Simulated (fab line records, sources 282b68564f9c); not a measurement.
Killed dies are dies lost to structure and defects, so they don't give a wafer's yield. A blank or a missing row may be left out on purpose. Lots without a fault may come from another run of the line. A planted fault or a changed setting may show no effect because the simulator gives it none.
fab line records | flow rit_cmos
record lots=4 wafers=12 last_day=6
route steps=202 shown SDANNEAL@156 SILICIDE@161 CONTACT@168 M1@184
lots that met no fault: from a run of the same line without faults
start_h: hours from the record's first day to the start of the lot's first wafer shown | wait_h: hours since the lot's step before | " the same as in the row above | L1.1+2: a row that stands for several wafers | - no value, or no start given | * or withheld: withheld | < > ~ a bound
route shown NAME@n: a module of which the file shows steps, and the number in the route of the first | usual: mean/standard deviation of fault-free wafers | same: alike in all rows | chamber/n: place in a boat | sites: the reading at each site | _std_site: their standard deviation | _edge_site: outer sites' mean less inner sites' | radius_mm: how far each site lies from the wafer's centre | mask NAME#n: copy n | behind: the tool/chamber that last shaped the wafer | hold: why the lot was held/for how many hours/how that ended | device: the transistor (n, p or np) that didn't switch | end of line: the same wafers' tests at the end of the route | a step without rows: its recipe alone | killed: dies lost to structure and defects at the first sort, not the wafer's yield | map: a wafer's dies, x killed, . not, _ none there
set.NAME: the setting as run; set.NAME@STEP: as run at that earlier step | model.NAME: the simulator's own value behind a step, which no gauge read
lots at some steps of the route; a table a step, a row a wafer
services: from which hour (start_h, from the record's first day; less than 0 if before it) a tool's chamber was out of use, for how many hours, and why
## steps
# step RIT_SDANNEAL_RTA_03
# recipe temp_c=1050 time_s=5 idle_temp_c=600 ramp_up_c_per_s=342 ramp_down_c_per_s=171 cool_to_c=600 ambient=N2
# step RIT_SILICIDE_WET_ETCH_00
# recipe chemistry=BOE target=SiO2 target_depth_nm=14 time_s=15 dry=n2_spin dilution=10:1 temp_c=21.5
# step RIT_SILICIDE_SPUTTER_01
# recipe material=Ti target_thk_nm=30 power_w=350 chamber_pressure_pa=0.667 gas=Ar time_s=240 substrate_temp_c=25
# step RIT_SILICIDE_RTA_04
# recipe temp_c=650 time_s=10 idle_temp_c=25 ramp_up_s=5 ramp_down_s=5 cool_to_c=25 ambient=N2
# step RIT_SILICIDE_WET_ETCH_05
# recipe chemistry=SPM target=Ti temp_c=90 time_s=120 dry=n2_spin
# step RIT_SILICIDE_RTA_06
# recipe temp_c=750 time_s=10 idle_temp_c=25 ramp_up_s=5 ramp_down_s=10 cool_to_c=25 ambient=N2
# step RIT_CONTACT_CVD_00
# recipe material=SiO2 target_thk_nm=400 precursor=TEOS temp_c=390 time_s=61 rf_w=400
# usual heater_power_w=316/53
# columns lot.wafer tool chamber start_h wait_h heater_power_w model.SiO2_of_CONTACT_CVD_00.thk_nm
L455.3 pecvd-04 1 60.69 0.0 293 399.5
L455.4 " 1 " " 305 408
L455.5 " 2 " " 326 404.6
L461.2 pecvd-04 2 88.52 0.0 294 143.8
L461.5 " 2 " " 318 142.9
L461.6 " 0 " " 217 148.2
L464.2 pecvd-04 2 105.38 0.0 367 148
L464.4 " 1 " " 306 152.4
L464.6 " 2 " " 276 149.5
L471.1 pecvd-01 2 141.83 0.1 270 389.4
L471.3 " 1 " " 266 398.2
L471.5 " 0 " " 323 400.1
# step RIT_CONTACT_THK_MEAS_01
# recipe reads=SiO2_of_CONTACT_CVD_00
# usual CONTACT_TEOS_THK=400/5.5
# columns lot.wafer tool chamber start_h wait_h CONTACT_TEOS_THK[nm]
L455.3 film_metro-04 - 60.76 0.0 400
L455.4 " - " " 408
L455.5 " - " " 405
L461.2 film_metro-01 - 88.58 0.0 144
L461.5 " - " " 143
L461.6 " - " " 148
L464.2 film_metro-04 - 105.44 0.0 148
L464.4 " - " " 152
L464.6 " - " " 150
L471.1 film_metro-04 - 141.89 0.0 389
L471.3 " - " " 398
L471.5 " - " " 400
# step RIT_CONTACT_HMDS_02
# recipe prime_time_s=60 prime_temp_c=140
# step RIT_CONTACT_COAT_03
# recipe resist=NOVOLAK spin_rpm=3250 resist_thk_nm=1009
# step RIT_CONTACT_SOFTBAKE_04
# recipe resist=NOVOLAK temp_c=90 time_s=60
# step RIT_CONTACT_EXPOSE_05
# recipe mask_id=M11 na=0.6 source_shape=conventional sigma_outer=0.5 target_cd_nm=1000 dose_mj=250
# step RIT_CONTACT_PEB_06
# recipe resist=NOVOLAK temp_c=withheld time_s=withheld
# step RIT_CONTACT_DEVELOP_07
# recipe resist=NOVOLAK develop_time_s=120 dev_temp_c=23
# step RIT_CONTACT_HARDBAKE_10
# recipe resist=NOVOLAK temp_c=140 time_s=60
# step RIT_CONTACT_ETCH_11
# recipe target_depth_a=4800 over_etch_frac=0.2 stop_on=TiSi2 chemistry=CHF3/CF4/Ar target=SiO2 CHF3_flow_sccm=50 cf4_flow_sccm=10 Ar_flow_sccm=100 O2_flow_sccm=5 pressure_mtorr=100 rf_w=207.2 time_s=320
# usual cf4_flow_sccm=9.997/0.026 drypump_motor_current_A=5.9/0.42 oes_product_au=0.994/0.019 throttle_valve_pct=8.86/0.09
# columns lot.wafer tool chamber start_h wait_h cf4_flow_sccm drypump_motor_current_A oes_product_au rf_hours_counter_h throttle_valve_pct model.etch.depth_nm model.CONTACT.feature_depth_nm
L455.3 rie_diel-04 1 62.07 0.1 9.998 6.4 1.001 151 8.65 399.5 399.5
L455.4 " 0 " " 9.979 5.6 1.004 50 8.81 408 408
L455.5 " 0 " " 10.014 5.6 0.997 - 8.79 404.6 404.6
L461.2 rie_diel-02 3 89.90 0.1 9.979 6.3 0.967 38 8.86 143.8 143.8
L461.5 " 1 " " 10.029 5.6 1.003 - 8.77 142.9 142.9
L461.6 " 0 " " 9.992 5.4 0.973 - 8.91 148.2 148.2
L464.2 rie_diel-02 3 106.89 0.1 9.975 6.3 0.971 38 8.85 148 148
L464.4 " 1 " " 10.005 5.6 0.984 99 8.78 152.4 152.4
L464.6 " 0 " " 9.961 5.4 0.981 - 8.91 149.5 149.5
L471.1 rie_diel-02 1 143.23 0.1 9.996 5.6 1.016 100 8.77 389.4 389.4
L471.3 " 3 " " 9.991 6.4 1.010 39 8.86 398.2 398.2
L471.5 " 3 " " 9.986 6.3 0.994 - 8.87 400.1 400.1
# step RIT_CONTACT_STRIP_12
# recipe chemistry=O2 time_s=180 resist=NOVOLAK platen_temp_c=withheld power_w=500 pressure_mtorr=4000 o2_flow_sccm=4000
# step RIT_CONTACT_CLEAN_13
# recipe chemistry=SC1 mix=3:3:50 time_s=600 temp_c=75
# step RIT_CONTACT_CLEAN_14
# recipe chemistry=SC2 mix=3:3:50 time_s=600 temp_c=75 dry=n2_spin
# step RIT_M1_SPUTTER_00
# recipe material=Al target_thk_nm=400 power_w=2000 chamber_pressure_pa=0.4 gas=Ar time_s=500 substrate_temp_c=25
# step RIT_M1_HMDS_03
# recipe prime_time_s=60 prime_temp_c=140
# step RIT_M1_COAT_04
# recipe resist=NOVOLAK spin_rpm=2000 resist_thk_nm=1300
# step RIT_M1_SOFTBAKE_05
# recipe resist=NOVOLAK temp_c=90 time_s=60
# step RIT_M1_EXPOSE_06
# recipe mask_id=M12 na=0.6 source_shape=conventional sigma_outer=0.5 target_cd_nm=2600 dose_mj=250
# step RIT_M1_PEB_07
# recipe resist=NOVOLAK temp_c=withheld time_s=withheld
# step RIT_M1_DEVELOP_08
# recipe resist=NOVOLAK develop_time_s=68 dev_temp_c=23
# step RIT_M1_HARDBAKE_11
# recipe resist=NOVOLAK temp_c=140 time_s=120
# step RIT_M1_METAL_ETCH_12
# recipe stop_on=SiO2 chemistry=Cl2/BCl3 target=Al time_s=165 over_etch_frac=0.5 pressure_mtorr=100 target_depth_a=6000 rf_w=247.3 Cl2_flow_sccm=60 bcl3_flow_sccm=50
# usual bcl3_flow_sccm=49.98/0.17 drypump_motor_current_A=5.8/0.69 oes_product_au=0.773/0.013 throttle_valve_pct=8.21/0.1
# columns lot.wafer tool chamber start_h wait_h bcl3_flow_sccm drypump_motor_current_A oes_product_au rf_hours_counter_h throttle_valve_pct model.SiO2_of_CONTACT_CVD_00.thk_nm
L455.3 rie_metal-03 0 64.93 0.2 49.89 5.4 0.758 - 8.35 364
L455.4 " 0 " " 49.97 5.4 0.760 - 8.34 372.5
L455.5 " 0 " " 50.00 5.4 0.756 - 8.36 369.1
L461.2 rie_metal-03 0 92.68 0.2 49.94 5.4 0.766 4 8.34 107.7
L461.5 " 1 " " 49.98 6.6 0.781 - 8.19 105.7
L461.6 " 0 " " 50.02 5.4 0.772 - 8.35 112.3
L464.2 rie_metal-03 0 109.63 0.2 50.02 5.4 0.762 4 8.36 112.5
L464.4 " 0 " " 50.12 5.4 0.767 - 8.36 117
L464.6 " 1 " " 50.17 6.6 0.767 - 8.20 112.6
L471.1 rie_metal-03 1 145.92 0.2 50.06 6.6 0.785 5 8.20 352.5
L471.3 " 0 " " 50.31 5.4 0.773 - 8.36 362.3
L471.5 " 1 " " 49.95 6.5 0.778 - 8.19 363
# step RIT_M1_STRIP_13
# recipe chemistry=nmp resist=NOVOLAK temp_c=80 time_s=600 dry=n2_spin
# step RIT_M1_PROBE_99
# usual killed_at_front_end=7/3.3 killed_dies=7/3.3 killed_open=3.3/1.9 killed_short=3.6/2.1
# same gross_dies=264 killed_at_M0_to_M3=0 killed_at_M4_up=0 killed_at_back_side=0 killed_at_contacts=0 killed_at_other=0
# columns lot.wafer tool chamber start_h wait_h killed_at_front_end killed_dies killed_open killed_short model.etest.field_p_metal.vt_v model.etest.nmos_0p15.junction_log10_a_um model.etest.nmos_narrow.off_log10_a_um model.etest.gate_end_array.leak_log10_a_um model.etest.nmos_0p3.off_log10_a_um model.etest.pmos_0p15.junction_log10_a_um model.etest.contact_diode_array.leak_log10_a model.etest.pmos_0p3.off_log10_a_um
L455.3 prober-02 - 67.34 0.2 8 8 6 2 -29.14 -13.51 -13.19 -12.85 -13.05 -13.77 -9.756 -12.86
L455.4 prober-02 - 67.39 0.2 10 10 4 6 -30.09 -13.62 -13.21 -12.88 -13.08 -13.81 -9.226 -12.8
L455.5 prober-02 - 67.44 0.2 12 12 5 6 -29.48 -13.49 -13.21 -12.88 -12.98 -13.84 -9.362 -12.76
L461.2 prober-02 - 95.00 0.1 11 11 5 6 -16.88 -8.748 -8.748 -8.573 -8.748 -9.748 -5.606 -9.747
L461.5 prober-02 - 95.15 0.2 7 7 2 5 -16.7 -8.815 -8.815 -8.746 -8.815 -9.815 -5.575 -9.815
L461.6 prober-02 - 95.20 0.2 5 5 3 2 -16.89 -9.231 -9.231 -8.979 -9.231 -10.23 -5.972 -10.23
L464.2 prober-01 - 111.93 0.1 9 9 5 4 -17.07 -8.938 -8.938 -8.663 -8.938 -9.938 -5.587 -9.938
L464.4 prober-01 - 112.03 0.2 7 7 5 2 -16.86 -8.871 -8.871 -8.659 -8.871 -9.871 -5.585 -9.87
L464.6 prober-01 - 112.13 0.2 4 4 1 3 -16.4 -9.37 -9.37 -9.226 -9.37 -10.37 -5.982 -10.37
L471.1 prober-02 - 148.17 0.1 2 2 2 0 -28.88 -13.26 -13.09 -12.84 -12.95 -13.56 -9.381 -12.92
L471.3 prober-02 - 148.27 0.2 3 3 0 3 -29.64 -13.45 -13.23 -12.79 -13.02 -13.85 -9.504 -13.07
L471.5 prober-02 - 148.37 0.2 4 4 2 2 -29.82 -13.53 -13.2 -12.95 -13.12 -13.79 -9.575 -12.95
# killed by level:class
L455.3 FOX1:geometric_particle:open=3 REOX:geometric_particle:open=2 FOX1:geometric_particle:short=1 GATE:geometric_particle:open=1 SILICIDE:geometric_particle:short=1
L455.4 GATE:geometric_particle:open=4 SILICIDE:geometric_particle:short=2 ACTIVE:geometric_particle:short=1 FOX1:geometric_particle:short=1 FOX2:geometric_particle:short=1 GATE:geometric_particle:short=1
L455.5 GATE:geometric_particle:open=3 GATE:geometric_particle:short=2 REOX:geometric_particle:short=2 SPACER:geometric_particle:short=2 REOX:geometric_particle:open=1 SILICIDE:geometric_particle:open=1 PSD:coat_microbubble_printed=1
L461.2 GATE:geometric_particle:short=4 GATE:geometric_particle:open=3 FOX2:geometric_particle:open=1 SPACER:geometric_particle:short=1 SILICIDE:geometric_particle:short=1 SILICIDE:geometric_particle:open=1
L461.5 GATE:geometric_particle:short=3 GATE:geometric_particle:open=2 FOX2:geometric_particle:short=1 SILICIDE:geometric_particle:short=1
L461.6 GATE:geometric_particle:short=2 FOX1:geometric_particle:open=1 FOX2:geometric_particle:open=1 SILICIDE:geometric_particle:open=1
L464.2 FOX1:geometric_particle:open=2 FOX2:geometric_particle:short=2 FOX1:geometric_particle:short=1 FOX2:geometric_particle:open=1 GATE:geometric_particle:short=1 SPACER:geometric_particle:open=1 SILICIDE:geometric_particle:open=1
L464.4 REOX:geometric_particle:open=3 GATE:geometric_particle:short=2 SILICIDE:geometric_particle:open=2
L464.6 FOX1:geometric_particle:short=1 GATE:geometric_particle:short=1 REOX:geometric_particle:short=1 SPACER:geometric_particle:open=1
L471.1 FOX1:geometric_particle:open=1 GATE:geometric_particle:open=1
L471.3 FOX1:geometric_particle:short=1 GATE:geometric_particle:short=1 SPACER:geometric_particle:short=1
L471.5 FOX1:geometric_particle:short=2 FOX1:geometric_particle:open=1 SILICIDE:geometric_particle:open=1
## services
# columns tool chamber start_h hours kind
rie_diel-04 2 54.72 5.8 repair
rie_metal-03 1 64.17 4.9 repair
rie_diel-02 3 67.37 15.7 repair
pecvd-01 0 73.49 4.4 repair
rie_diel-04 - 126.30 2.6 repair
pecvd-01 - 142.63 0.5 repair
## key
first_sign step=RIT_CONTACT_THK_MEAS_01 reading=CONTACT_TEOS_THK direction=down sigmas=46 usual=400 struck=147
effect none on later readings
model_effect step=RIT_CONTACT_CVD_00 value=SiO2_of_CONTACT_CVD_00.thk_nm without=401.9 struck=147.4
model_effect step=RIT_CONTACT_ETCH_11 value=etch.depth_nm without=401.9 struck=147.4
model_effect step=RIT_M1_METAL_ETCH_12 value=SiO2_of_CONTACT_CVD_00.thk_nm without=365.7 struck=111.3
model_effect step=RIT_M1_PROBE_99 value=etest.field_p_metal.vt_v without=-30.01 struck=-16.8
met_at RIT_CONTACT_CVD_00
struck_wafers L461.2,L461.5,L461.6,L464.2,L464.4,L464.6
tester_left_out L461,L464
onset_between 60.69 88.52
fault kind=process_parameter_drift tool=pecvd-04 chamber=- onset_h=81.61 steps=RIT_CONTACT_CVD_00 channel=target_thk_nm offset=-253.79 shape=step end_h=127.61 stated=400
# tester_left_out: of these lots the tester's yield and bins aren't shown, on N5 and GAA mostly nor the transistor test; their killed dies are dies lost to structure and defects alone, not to doping, threshold or leakage, so they don't give the yield
